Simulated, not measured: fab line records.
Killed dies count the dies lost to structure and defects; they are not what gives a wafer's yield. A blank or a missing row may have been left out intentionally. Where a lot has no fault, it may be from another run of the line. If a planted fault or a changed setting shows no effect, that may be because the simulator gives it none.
Which of the tools did it?    flow rit_cmos    Sampling: 14 lots, 42 wafers, 5 of 202 route steps

WHAT THE GAUGES SHOWED, per wafer
RIT_PLDD_TW_MEAS_10.
lot   measured     on             PLDD_TW
L239  day 3 10:23  film_metro-04  2324 2310 2324
L242  day 3 17:37  film_metro-03  2369 2355 2349
L243  day 4 01:44  film_metro-03  2349 2349 2357
L245  day 4 06:08  film_metro-02  30 30 30
L246  day 4 17:10  film_metro-02  30 30 30
L250  day 5 12:34  film_metro-04  2305 2304 2325
L253  day 6 01:16  film_metro-03  2362 2364 2368
L255  day 6 12:04  film_metro-02  2331 2328 2337
L256  day 6 15:32  film_metro-02  2332 2328 2333
L257  day 6 22:35  film_metro-03  2380 2372 2365
L258  day 6 23:27  film_metro-03  2377 2363 2362
L259  day 7 01:53  film_metro-02  2338 2332 2324
L261  day 7 14:38  film_metro-03  2361 2357 2366
L262  day 7 20:40  film_metro-04  2306 2308 2317

EACH LOT AND THE TOOL THAT RAN IT (in order: tool; ch and the chambers of the sampled wafers; start)
lot   RIT_ACTIVE_STRIP_14                  RIT_NWELL_STRIP_09                   RIT_GATE_STRIP_20                    RIT_NLDD_STRIP_09
L239  plasma_asher-03 ch 0,1, day 1 20:01  plasma_asher-04 ch 0,1, day 2 05:49  plasma_asher-04 ch 0,1, day 3 02:25  plasma_asher-04 ch 0,1, day 3 08:39
L242  plasma_asher-02 ch 0,1, day 2 08:19  plasma_asher-04 ch 0,1, day 2 15:25  plasma_asher-04 ch 0,1, day 3 10:42  plasma_asher-04 ch 0,1, day 3 16:01
L243  plasma_asher-03 ch 0,1, day 2 13:14  plasma_asher-04 ch 0,1, day 2 19:25  plasma_asher-04 ch 0,1, day 3 18:47  plasma_asher-03 ch 0,1, day 3 23:56
L245  plasma_asher-04 ch 0,1, day 2 21:50  plasma_asher-01 ch 0,1, day 3 06:00  plasma_asher-01 ch 0,1, day 3 23:48  plasma_asher-03 ch 0,1, day 4 04:28
L246  plasma_asher-03 ch 0,1, day 3 03:54  plasma_asher-04 ch 0,1, day 3 13:14  plasma_asher-04 ch 0,1, day 4 11:05  plasma_asher-04 ch 0,1, day 4 15:32
L250  plasma_asher-04 ch 1, day 3 21:59    plasma_asher-02 ch 0,1, day 4 06:47  plasma_asher-01 ch 0,1, day 5 02:15  plasma_asher-01 ch 0,1, day 5 10:44
L253  plasma_asher-03 ch 0,1, day 4 12:58  plasma_asher-04 ch 0,1, day 4 21:53  plasma_asher-01 ch 0,1, day 5 17:56  plasma_asher-03 ch 1, day 5 23:31
L255  plasma_asher-04 ch 0, day 5 01:41    plasma_asher-02 ch 0,1, day 5 12:24  plasma_asher-02 ch 0,1, day 6 04:17  plasma_asher-04 ch 0,1, day 6 10:16
L256  plasma_asher-02 ch 0,1, day 5 04:54  plasma_asher-01 ch 0,1, day 5 13:46  plasma_asher-01 ch 0,1, day 6 07:05  plasma_asher-04 ch 0,1, day 6 13:55
L257  plasma_asher-03 ch 0,1, day 5 11:58  plasma_asher-01 ch 0,1, day 5 19:47  plasma_asher-04 ch 0,1, day 6 15:05  plasma_asher-03 ch 0, day 6 20:58
L258  plasma_asher-02 ch 0,1, day 5 16:22  plasma_asher-02 ch 0,1, day 6 00:10  plasma_asher-01 ch 0,1, day 6 16:46  plasma_asher-04 ch 0,1, day 6 21:44
L259  plasma_asher-02 ch 0,1, day 5 19:17  plasma_asher-01 ch 0,1, day 6 02:38  plasma_asher-01 ch 0,1, day 6 18:45  plasma_asher-03 ch 0,1, day 7 00:20
L261  plasma_asher-03 ch 0,1, day 6 05:38  plasma_asher-02 ch 0,1, day 6 14:20  plasma_asher-02 ch 0,1, day 7 07:34  plasma_asher-04 ch 0,1, day 7 12:52
L262  plasma_asher-03 ch 0,1, day 6 13:07  plasma_asher-04 ch 0,1, day 6 18:59  plasma_asher-02 ch 0,1, day 7 14:23  plasma_asher-04 ch 0,1, day 7 18:56
- RIT_ACTIVE_STRIP_14: strips in O2, time 180 s.
- RIT_NWELL_STRIP_09: strips in O2, time 180 s.
- RIT_GATE_STRIP_20: strips in O2, time 180 s.
- RIT_NLDD_STRIP_09: strips in O2, time 180 s.

AS READ BY THE TOOLS THEMSELVES (means over the sampled wafers that have a number; for cases with no such wafer, the mark the record gives instead)
RIT_ACTIVE_STRIP_14.
lot   tool             chamber_pressure_mTorr (mTorr)  drypump_motor_current_A (A)
L239  plasma_asher-03  3998                            5.1
L242  plasma_asher-02  4004                            6.4
L243  plasma_asher-03  4002                            5.2
L245  plasma_asher-04  3998                            6.0
L246  plasma_asher-03  3998                            5.2
L250  plasma_asher-04  4001                            6.0
L253  plasma_asher-03  3998                            5.2
L255  plasma_asher-04  3998                            6.0
L256  plasma_asher-02  3999                            6.5
L257  plasma_asher-03  3999                            5.1
L258  plasma_asher-02  4001                            6.4
L259  plasma_asher-02  4001                            6.5
L261  plasma_asher-03  3996                            5.1
L262  plasma_asher-03  3999                            5.2

RIT_NWELL_STRIP_09.
lot   tool             chamber_pressure_mTorr (mTorr)  drypump_motor_current_A (A)
L239  plasma_asher-04  3999                            6.00
L242  plasma_asher-04  3997                            5.98
L243  plasma_asher-04  3999                            6.01
L245  plasma_asher-01  3998                            5.81
L246  plasma_asher-04  4000                            5.98
L250  plasma_asher-02  3995                            6.39
L253  plasma_asher-04  4000                            6.02
L255  plasma_asher-02  4001                            6.42
L256  plasma_asher-01  4001                            5.86
L257  plasma_asher-01  4004                            5.79
L258  plasma_asher-02  3997                            6.41
L259  plasma_asher-01  4002                            5.86
L261  plasma_asher-02  4000                            6.41
L262  plasma_asher-04  4001                            6.01

RIT_GATE_STRIP_20.
lot   tool             chamber_pressure_mTorr (mTorr)  drypump_motor_current_A (A)
L239  plasma_asher-04  4002                            5.98
L242  plasma_asher-04  4003                            6.01
L243  plasma_asher-04  4002                            6.02
L245  plasma_asher-01  3999                            5.85
L246  plasma_asher-04  4001                            6.00
L250  plasma_asher-01  4001                            5.80
L253  plasma_asher-01  3994                            5.87
L255  plasma_asher-02  4000                            6.41
L256  plasma_asher-01  3999                            5.79
L257  plasma_asher-04  3996                            6.00
L258  plasma_asher-01  4001                            5.80
L259  plasma_asher-01  4001                            5.78
L261  plasma_asher-02  3999                            6.41
L262  plasma_asher-02  3999                            6.43

RIT_NLDD_STRIP_09.
lot   tool             chamber_pressure_mTorr (mTorr)  drypump_motor_current_A (A)
L239  plasma_asher-04  4000                            6.0
L242  plasma_asher-04  3999                            6.0
L243  plasma_asher-03  3997                            5.1
L245  plasma_asher-03  -                               -
L246  plasma_asher-04  -                               -
L250  plasma_asher-01  4000                            5.9
L253  plasma_asher-03  4002                            5.1
L255  plasma_asher-04  4001                            6.0
L256  plasma_asher-04  3999                            6.0
L257  plasma_asher-03  3999                            5.2
L258  plasma_asher-04  3999                            5.9
L259  plasma_asher-03  4000                            5.1
L261  plasma_asher-04  3998                            6.0
L262  plasma_asher-04  3995                            6.0

THE ANSWER, worked out from the rows above alone
Rule: what is usual is taken from the lots themselves. Put in order of their means at a reading, lots are off if they are a third of the lots or fewer, leave a main group of 4 or more, and stand apart from it by a gap of 3 or more times the standard deviation of the main group's means; of several such gaps the widest counts. A main group is skipped when, at the precision printed for the reading in the tables above, its means are all equal. Also off: a lot with no number at a reading for which 4 or more lots have one. All remaining lots with rows at the step are treated as sound. First the gauges in route order, then the tools' own readings, where a lot's mean is used as printed above. The first step at which some lot is off is used, and at that step the reading that is off furthest; a lot without a number counts as furthest.
Off: L245, L246, at RIT_PLDD_TW_MEAS_10 (PLDD_TW). Mean 2343 and standard deviation 22 in the main group.
If a tool, at a process step before that reading, ran all the lots that are off and no sound lot after the first of them, it fits. Not tried: the gauges at RIT_PLDD_TW_MEAS_10; whatever is off there is also off at RIT_NLDD_STRIP_09, on other tools, and gauge error can't account for it. No candidate that was tried fits.

WHAT WAS PUT IN BY THE SIMULATOR
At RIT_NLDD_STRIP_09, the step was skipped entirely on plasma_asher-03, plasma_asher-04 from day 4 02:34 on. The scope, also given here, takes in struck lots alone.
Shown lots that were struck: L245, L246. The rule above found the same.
